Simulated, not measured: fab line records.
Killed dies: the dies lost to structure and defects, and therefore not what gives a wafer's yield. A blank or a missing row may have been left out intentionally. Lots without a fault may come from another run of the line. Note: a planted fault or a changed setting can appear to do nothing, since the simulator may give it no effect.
fab line records + flow berkeley-cmos170
record
- lots=13
- wafers=39
- last-day=13
route steps=331 shown GATE@141 M2@290 V2@295 M3@316
lots untouched by any fault: they come from a run of this same line in which no faults occurred
start-h: hours from the record's first day to the start of the lot's first wafer shown + wait-h: hours from the lot's prior step to this one + " the same as in the row above + L1.1+2: one row covering several wafers at once + - value missing, or start not given + * or withheld: withheld + < > ~ a bound
route shown NAME@n: a module of which the file shows steps, and the number in the route of the first + usual: average and standard deviation across the fault-free wafers + same: alike in all rows + chamber/n: place in a boat + sites: readings site by site + _std_site: standard deviation across them + _edge_site: outer sites' mean less inner sites' + radius-mm: how far each site lies from the wafer's centre + mask NAME#n: copy n + behind: the most recent tool/chamber to have shaped the wafer + hold: why the lot was held/for how many hours/how that ended + device: the n, p or np transistor that did not switch + end of line: the tests these same wafers got at the end of their route + where a step has no rows: the recipe by itself + killed: dies that structure and defects cost at the first sort, which is not the same as the wafer's yield + map: the dies of a wafer, with x for killed, . for not killed, _ for no die there
set.NAME: the setting as run; set.NAME@STEP: as run at that earlier step + model.NAME: the simulator's own value behind a step, which no gauge read
the route's steps for a sample of lots (tables are steps, rows are wafers)
services: from which hour (start-h, from the record's first day; less than 0 if before it) a tool's chamber was out of use, for how many hours, and why
## steps
# step UCB170_GATE_ETCH_15
# recipe
- chemistry=HBr/Cl2
- target=poly-Si
- stop-on=SiO2
- over-etch-frac=0.3
- icp-w=300
- bias-w=150
- time-s=56.3
- pressure-mtorr=15
- HBr_flow_sccm=150
- Cl2_flow_sccm=50
- target-depth-a=2782
# usual
- drypump-motor-current-A=5.7/0.47
- oes-product-au=0.832/0.016
- run-length-s=84.7/0.44
- throttle-valve-pct=26.5/0.32
| lot.wafer | tool      | chamber | start-h | wait-h | drypump-motor-current-A | oes-product-au | rf-hours-counter-h | run-length-s | throttle-valve-pct |
|-----------|-----------|---------|---------|--------|-------------------------|----------------|--------------------|--------------|--------------------|
| L164.3    | rie-si-02 | 0       | 152.43  | -      | 4.9                     | 0.801          | 33                 | 84.0         | 26.2               |
| L164.4    | "         | 3       | "       | "      | 5.5                     | 0.812          | 115                | 84.5         | 26.7               |
| L164.5    | "         | 1       | "       | "      | 6.5                     | 0.836          | -                  | 85.1         | 26.9               |
| L165.3    | rie-si-01 | 3       | 169.56  | -      | 5.6                     | 0.840          | 2                  | 84.7         | 26.1               |
| L165.5    | "         | 0       | "       | "      | 6.0                     | 0.804          | -                  | 85.3         | 26.5               |
| L165.6    | "         | 3       | "       | "      | 5.6                     | 0.834          | -                  | 84.7         | 26.0               |
| L166.3    | rie-si-02 | 0       | 169.84  | -      | 5.0                     | 0.814          | 33                 | 84.2         | 26.2               |
| L166.4    | "         | 0       | "       | "      | 5.0                     | 0.809          | -                  | 84.6         | 26.2               |
| L166.5    | "         | 3       | "       | "      | 5.5                     | 0.810          | -                  | 84.3         | 26.7               |
| L169.2    | rie-si-01 | 3       | 186.99  | -      | 5.7                     | 0.846          | 2                  | 84.4         | 26.1               |
| L169.3    | "         | 1       | "       | "      | 6.2                     | 0.855          | 116                | 83.8         | 26.3               |
| L169.4    | "         | 0       | "       | "      | 6.0                     | 0.813          | -                  | 85.1         | 26.5               |
| L170.1    | rie-si-02 | 0       | 187.02  | -      | 4.9                     | 0.804          | 33                 | 84.4         | 26.2               |
| L170.4    | "         | 2       | "       | "      | 5.3                     | 0.834          | 117                | 84.8         | 26.8               |
| L170.5    | "         | 0       | "       | "      | 4.9                     | 0.806          | -                  | 84.0         | 26.1               |
| L168.2    | rie-si-01 | 1       | 187.71  | -      | 6.2                     | 0.868          | 116                | 84.2         | 26.3               |
| L168.3    | "         | 0       | "       | "      | 5.9                     | 0.813          | 2                  | 84.9         | 26.5               |
| L168.5    | "         | 0       | "       | "      | 6.0                     | 0.798          | -                  | 85.1         | 26.5               |
| L167.1    | rie-si-02 | 1       | 187.72  | -      | 6.5                     | 0.844          | 80                 | 85.4         | 26.9               |
| L167.3    | "         | 2       | "       | "      | 5.3                     | 0.836          | 117                | 85.0         | 26.8               |
| L167.6    | "         | 1       | "       | "      | 6.5                     | 0.836          | -                  | 85.1         | 26.9               |
| L171.2    | rie-si-01 | 1       | 187.83  | -      | 6.2                     | 0.862          | 116                | 84.3         | 26.3               |
| L171.3    | "         | 2       | "       | "      | 5.5                     | 0.841          | 0                  | 84.7         | 26.6               |
| L171.5    | "         | 1       | "       | "      | 6.2                     | 0.859          | -                  | 83.9         | 26.3               |
| L176.1    | rie-si-02 | 2       | 207.58  | -      | 5.2                     | 0.851          | 0                  | 84.7         | 26.9               |
| L176.2    | "         | 0       | "       | "      | 4.9                     | 0.813          | 34                 | 84.1         | 26.1               |
| L176.4    | "         | 2       | "       | "      | 5.3                     | 0.844          | -                  | 85.0         | 26.9               |
| L178.1    | rie-si-01 | 2       | 219.37  | -      | 5.6                     | 0.855          | 0                  | 84.7         | 26.6               |
| L178.2    | "         | 0       | "       | "      | 6.0                     | 0.810          | 2                  | 85.1         | 26.5               |
| L178.3    | "         | 1       | "       | "      | 6.2                     | 0.832          | 0                  | 84.1         | 26.3               |
| L180.2    | rie-si-02 | 2       | 232.64  | -      | 5.2                     | 0.726          | 0                  | 100.9        | 26.9               |
| L180.3    | "         | 1       | "       | "      | 6.5                     | 0.840          | 80                 | 85.0         | 26.9               |
| L180.4    | "         | 2       | "       | "      | 5.2                     | 0.735          | -                  | 100.8        | 26.9               |
| L183.1    | rie-si-01 | 1       | 240.41  | -      | 6.2                     | 0.831          | 0                  | 84.0         | 26.3               |
| L183.4    | "         | 2       | "       | "      | 5.6                     | 0.847          | 1                  | 85.0         | 26.6               |
| L183.5    | "         | 1       | "       | "      | 6.2                     | 0.828          | -                  | 84.5         | 26.3               |
| L186.2    | rie-si-01 | 3       | 263.51  | -      | 5.7                     | 0.842          | 2                  | 84.4         | 26.0               |
| L186.3    | "         | 0       | "       | "      | 6.0                     | 0.814          | 2                  | 85.5         | 26.5               |
| L186.4    | "         | 2       | "       | "      | 5.5                     | 0.852          | 1                  | 84.7         | 26.6               |
# step UCB170_M2_STRIP_19
# recipe
- chemistry=O2
- power-w=400
- pressure-mtorr=3500
- platen-temp-c=withheld
- o2-flow-sccm=400
- overash-fraction=0.5
# usual
- drypump-motor-current-A=5.9/0.49
- oes-product-au=0.542/0.016
| lot.wafer | tool            | chamber | start-h | wait-h | drypump-motor-current-A | oes-product-au | rf-hours-counter-h |
|-----------|-----------------|---------|---------|--------|-------------------------|----------------|--------------------|
| L164.3    | plasma-asher-01 | 1       | 184.50  | 0.1    | 5.4                     | 0.514          | -                  |
| L164.4    | "               | 0       | "       | "      | 6.4                     | 0.549          | -                  |
| L164.5    | "               | 0       | "       | "      | 6.4                     | 0.516          | -                  |
| L165.3    | plasma-asher-01 | 1       | 199.71  | 0.2    | 5.4                     | 0.567          | -                  |
| L165.5    | "               | 0       | "       | "      | 6.4                     | 0.550          | -                  |
| L165.6    | "               | 1       | "       | "      | 5.4                     | 0.557          | -                  |
| L166.3    | plasma-asher-04 | 1       | 200.74  | 0.1    | 6.1                     | 0.507          | -                  |
| L166.4    | "               | 0       | "       | "      | 6.6                     | 0.555          | -                  |
| L166.5    | "               | 0       | "       | "      | 6.6                     | 0.562          | -                  |
| L169.2    | plasma-asher-03 | 0       | 218.35  | 0.2    | 5.6                     | 0.565          | 46                 |
| L169.3    | "               | 0       | "       | "      | 5.6                     | 0.559          | -                  |
| L169.4    | "               | 1       | "       | "      | 5.3                     | 0.571          | -                  |
| L170.1    | plasma-asher-04 | 0       | 222.87  | 0.3    | 6.6                     | 0.535          | 46                 |
| L170.4    | "               | 1       | "       | "      | 6.1                     | 0.527          | -                  |
| L170.5    | "               | 0       | "       | "      | 6.6                     | 0.528          | -                  |
| L168.2    | plasma-asher-01 | 1       | 223.18  | 0.1    | 5.4                     | 0.531          | 12                 |
| L168.3    | "               | 0       | "       | "      | 6.4                     | 0.553          | -                  |
| L168.5    | "               | 1       | "       | "      | 5.4                     | 0.577          | -                  |
| L171.2    | plasma-asher-04 | 0       | 224.28  | 0.2    | 6.6                     | 0.520          | 46                 |
| L171.3    | "               | 0       | "       | "      | 6.6                     | 0.526          | -                  |
| L171.5    | "               | 1       | "       | "      | 6.1                     | 0.518          | -                  |
| L167.1    | plasma-asher-01 | 0       | 224.65  | 0.3    | 6.4                     | 0.554          | 12                 |
| L167.3    | "               | 1       | "       | "      | 5.4                     | 0.561          | -                  |
| L167.6    | "               | 0       | "       | "      | 6.4                     | 0.565          | -                  |
| L176.1    | plasma-asher-04 | 0       | 242.64  | 0.1    | 6.6                     | 0.526          | 48                 |
| L176.2    | "               | 1       | "       | "      | 6.1                     | 0.551          | 48                 |
| L176.4    | "               | 0       | "       | "      | 6.6                     | 0.512          | -                  |
| L178.1    | plasma-asher-01 | 1       | 257.40  | 0.1    | 5.4                     | 0.530          | 17                 |
| L178.2    | "               | 0       | "       | "      | 6.4                     | 0.551          | 17                 |
| L178.3    | "               | 0       | "       | "      | 6.4                     | 0.530          | -                  |
| L180.2    | plasma-asher-01 | 0       | 266.05  | 0.1    | 6.4                     | 0.551          | 18                 |
| L180.3    | "               | 0       | "       | "      | 6.3                     | 0.549          | -                  |
| L180.4    | "               | 1       | "       | "      | 5.4                     | 0.546          | -                  |
| L183.1    | plasma-asher-04 | 1       | 274.97  | 0.1    | 6.1                     | 0.559          | 54                 |
| L183.4    | "               | 0       | "       | "      | 6.6                     | 0.552          | -                  |
| L183.5    | "               | 1       | "       | "      | 6.1                     | 0.540          | -                  |
| L186.2    | plasma-asher-04 | 1       | 298.27  | 0.1    | 6.1                     | 0.545          | 57                 |
| L186.3    | "               | 0       | "       | "      | 6.6                     | 0.517          | -                  |
| L186.4    | "               | 1       | "       | "      | 6.1                     | 0.547          | -                  |
# step UCB170_V2_BOW_MEAS_03
# recipe
- mode=bow
# usual
- V2_BOW=36/6.5
| lot.wafer | tool          | chamber | start-h | wait-h | V2_BOW[um] |
|-----------|---------------|---------|---------|--------|------------|
| L164.3    | film-metro-04 | -       | 185.25  | 0.2    | 35         |
| L164.4    | "             | -       | "       | "      | 31         |
| L164.5    | "             | -       | "       | "      | 33         |
| L165.3    | film-metro-02 | -       | 200.46  | 0.2    | 32         |
| L165.5    | "             | -       | "       | "      | 31         |
| L165.6    | "             | -       | "       | "      | 23         |
| L166.3    | film-metro-04 | -       | 201.55  | 0.3    | 44         |
| L166.4    | "             | -       | "       | "      | 39         |
| L166.5    | "             | -       | "       | "      | 42         |
| L169.2    | film-metro-02 | -       | 219.11  | 0.1    | 35         |
| L169.3    | "             | -       | "       | "      | 37         |
| L169.4    | "             | -       | "       | "      | 37         |
| L170.1    | film-metro-04 | -       | 223.61  | 0.1    | 27         |
| L170.4    | "             | -       | "       | "      | 35         |
| L170.5    | "             | -       | "       | "      | 25         |
| L168.2    | film-metro-04 | -       | 223.93  | 0.2    | 36         |
| L168.3    | "             | -       | "       | "      | 42         |
| L168.5    | "             | -       | "       | "      | 39         |
| L171.2    | film-metro-04 | -       | 225.04  | 0.1    | 37         |
| L171.3    | "             | -       | "       | "      | 37         |
| L171.5    | "             | -       | "       | "      | 42         |
| L167.1    | film-metro-02 | -       | 225.39  | 0.2    | 35         |
| L167.3    | "             | -       | "       | "      | 42         |
| L167.6    | "             | -       | "       | "      | 35         |
| L176.1    | film-metro-03 | -       | 243.40  | 0.2    | 41         |
| L176.2    | "             | -       | "       | "      | 42         |
| L176.4    | "             | -       | "       | "      | 27         |
| L178.1    | film-metro-03 | -       | 258.21  | 0.1    | 27         |
| L178.2    | "             | -       | "       | "      | 40         |
| L178.3    | "             | -       | "       | "      | 39         |
| L180.2    | film-metro-04 | -       | 266.81  | 0.3    | 26         |
| L180.3    | "             | -       | "       | "      | 41         |
| L180.4    | "             | -       | "       | "      | 25         |
| L183.1    | film-metro-02 | -       | 275.71  | 0.1    | 30         |
| L183.4    | "             | -       | "       | "      | 22         |
| L183.5    | "             | -       | "       | "      | 31         |
| L186.2    | film-metro-04 | -       | 299.03  | 0.2    | 36         |
| L186.3    | "             | -       | "       | "      | 47         |
| L186.4    | "             | -       | "       | "      | 39         |
# step UCB170_M3_STRIP_07
# recipe
- chemistry=O2
- power-w=400
- pressure-mtorr=3500
- platen-temp-c=withheld
- o2-flow-sccm=400
- overash-fraction=0.5
# usual
- drypump-motor-current-A=6.0/0.46
- oes-product-au=0.734/0.0047
- strip-time-to-endpoint-s=21.96/0.063
| lot.wafer | tool            | chamber | start-h | wait-h | drypump-motor-current-A | oes-product-au | rf-hours-counter-h | strip-time-to-endpoint-s |
|-----------|-----------------|---------|---------|--------|-------------------------|----------------|--------------------|--------------------------|
| L164.3    | plasma-asher-02 | 1       | 188.55  | 0.1    | 5.9                     | 0.735          | -                  | 21.88                    |
| L164.4    | "               | 0       | "       | "      | 6.4                     | 0.736          | -                  | 21.88                    |
| L164.5    | "               | 1       | "       | "      | 5.9                     | 0.730          | -                  | 21.92                    |
| L165.3    | plasma-asher-03 | 1       | 203.78  | 0.1    | 5.3                     | 0.732          | -                  | 22.06                    |
| L165.5    | "               | 0       | "       | "      | 5.6                     | 0.731          | -                  | 22.08                    |
| L165.6    | "               | 1       | "       | "      | 5.3                     | 0.732          | -                  | 22.10                    |
| L166.3    | plasma-asher-03 | 1       | 205.78  | 0.1    | 5.3                     | 0.736          | -                  | 21.91                    |
| L166.4    | "               | 0       | "       | "      | 5.6                     | 0.736          | -                  | 21.83                    |
| L166.5    | "               | 0       | "       | "      | 5.6                     | 0.742          | -                  | 21.87                    |
| L169.2    | plasma-asher-04 | 0       | 221.91  | 0.1    | 6.6                     | 0.733          | 46                 | 21.98                    |
| L169.3    | "               | 0       | "       | "      | 6.6                     | 0.731          | -                  | 21.99                    |
| L169.4    | "               | 1       | "       | "      | 6.1                     | 0.724          | -                  | 21.92                    |
| L170.1    | plasma-asher-03 | 0       | 226.84  | 0.1    | 5.6                     | 0.744          | 48                 | 21.96                    |
| L170.4    | "               | 1       | "       | "      | 5.3                     | 0.739          | -                  | 21.98                    |
| L170.5    | "               | 1       | "       | "      | 5.3                     | 0.740          | -                  | 21.95                    |
| L168.2    | plasma-asher-03 | 1       | 227.29  | 0.1    | 5.3                     | 0.730          | 48                 | 21.95                    |
| L168.3    | "               | 1       | "       | "      | 5.3                     | 0.732          | -                  | 21.93                    |
| L168.5    | "               | 0       | "       | "      | 5.6                     | 0.738          | -                  | 21.98                    |
| L171.2    | plasma-asher-02 | 0       | 228.09  | 0.1    | 6.4                     | 0.728          | 52                 | 21.78                    |
| L171.3    | "               | 0       | "       | "      | 6.4                     | 0.740          | -                  | 21.84                    |
| L171.5    | "               | 1       | "       | "      | 5.9                     | 0.734          | -                  | 21.80                    |
| L167.1    | plasma-asher-04 | 1       | 228.82  | 0.1    | 6.1                     | 0.736          | 47                 | 21.93                    |
| L167.3    | "               | 0       | "       | "      | 6.6                     | 0.735          | -                  | 22.00                    |
| L167.6    | "               | 1       | "       | "      | 6.1                     | 0.746          | -                  | 21.93                    |
| L176.1    | plasma-asher-04 | 1       | 247.74  | 0.1    | 6.1                     | 0.732          | 50                 | 21.97                    |
| L176.2    | "               | 0       | "       | "      | 6.6                     | 0.737          | 50                 | 21.93                    |
| L176.4    | "               | 1       | "       | "      | 6.1                     | 0.731          | -                  | 21.97                    |
| L178.1    | plasma-asher-04 | 0       | 261.36  | 0.1    | 6.6                     | 0.737          | 51                 | 21.93                    |
| L178.2    | "               | 1       | "       | "      | 6.1                     | 0.737          | 51                 | 22.00                    |
| L178.3    | "               | 0       | "       | "      | 6.6                     | 0.739          | -                  | 22.02                    |
| L180.2    | plasma-asher-03 | 1       | 270.26  | 0.1    | 5.3                     | 0.729          | 50                 | 21.98                    |
| L180.3    | "               | 0       | "       | "      | 5.6                     | 0.738          | -                  | 21.98                    |
| L180.4    | "               | 1       | "       | "      | 5.3                     | 0.738          | -                  | 22.03                    |
| L183.1    | plasma-asher-04 | 0       | 279.82  | 0.1    | 6.6                     | 0.732          | 54                 | 21.98                    |
| L183.4    | "               | 0       | "       | "      | 6.6                     | 0.735          | -                  | 21.91                    |
| L183.5    | "               | 1       | "       | "      | 6.1                     | 0.739          | -                  | 21.97                    |
| L186.2    | plasma-asher-03 | 1       | 302.49  | 0.1    | 5.3                     | 0.731          | 54                 | 21.94                    |
| L186.3    | "               | 1       | "       | "      | 5.3                     | 0.721          | -                  | 21.97                    |
| L186.4    | "               | 0       | "       | "      | 5.6                     | 0.733          | -                  | 21.93                    |
## services
| tool            | chamber | start-h | hours | kind           |
|-----------------|---------|---------|-------|----------------|
| rie-si-01       | 2       | 152.29  | 5.0   | repair         |
| rie-si-02       | 3       | 160.39  | 3.8   | repair         |
| rie-si-02       | 2       | 168.63  | 2.8   | repair         |
| plasma-asher-03 | -       | 175.78  | 0.5   | repair         |
| rie-si-01       | 2       | 178.27  | 8.9   | repair         |
| rie-si-02       | 2       | 189.52  | -     | clean          |
| rie-si-02       | 2       | 189.52  | 16.4  | scheduled-down |
| rie-si-02       | 2       | 189.52  | 16.4  | vent-cycle     |
| rie-si-01       | 1       | 192.00  | -     | clean          |
| rie-si-01       | 1       | 192.00  | 15.6  | scheduled-down |
| rie-si-01       | 1       | 192.00  | 15.6  | vent-cycle     |
| plasma-asher-04 | -       | 192.81  | 0.7   | repair         |
| rie-si-02       | 3       | 205.91  | -     | clean          |
| rie-si-02       | 3       | 205.91  | 31.2  | scheduled-down |
| rie-si-02       | 3       | 205.91  | 31.2  | vent-cycle     |
| plasma-asher-02 | -       | 241.70  | 2.9   | repair         |
| rie-si-02       | 1       | 243.54  | 4.8   | repair         |
| plasma-asher-02 | -       | 245.86  | 1.9   | repair         |
| plasma-asher-03 | -       | 245.91  | 23.3  | pm             |
| plasma-asher-02 | -       | 288.22  | 2.8   | pm             |
| plasma-asher-03 | -       | 289.11  | 1.9   | repair         |
## key
first-sign
- step=UCB170_GATE_ETCH_15
- reading=run-length-s
- direction=up
- sigmas=37
- usual=*
- struck=*
effect
- step=UCB170_GATE_ETCH_15
- reading=oes-product-au
- direction=down
- sigmas=6.2
- usual=0.832
- struck=0.730
met-at UCB170_GATE_ETCH_15
struck-lots L180
struck-wafers L180.2,L180.4
tester-left-out L180
not-acting-at UCB170_M2_STRIP_19,UCB170_V2_BOW_MEAS_03,UCB170_M3_STRIP_07
onset-between 207.58 232.64
fault
- kind=process-parameter-drift
- tool=rie-si-02
- chamber=2
- onset-h=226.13
- steps=UCB170_GATE_ETCH_15
- channel=time-s
- offset=*
- shape=step
- end-h=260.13
- stated=*
# tester-left-out: of these lots the tester's yield and bins aren't shown, on N5 and GAA mostly nor the transistor test; their killed dies are dies lost to structure and defects alone, not to doping, threshold or leakage, so they don't give the yield
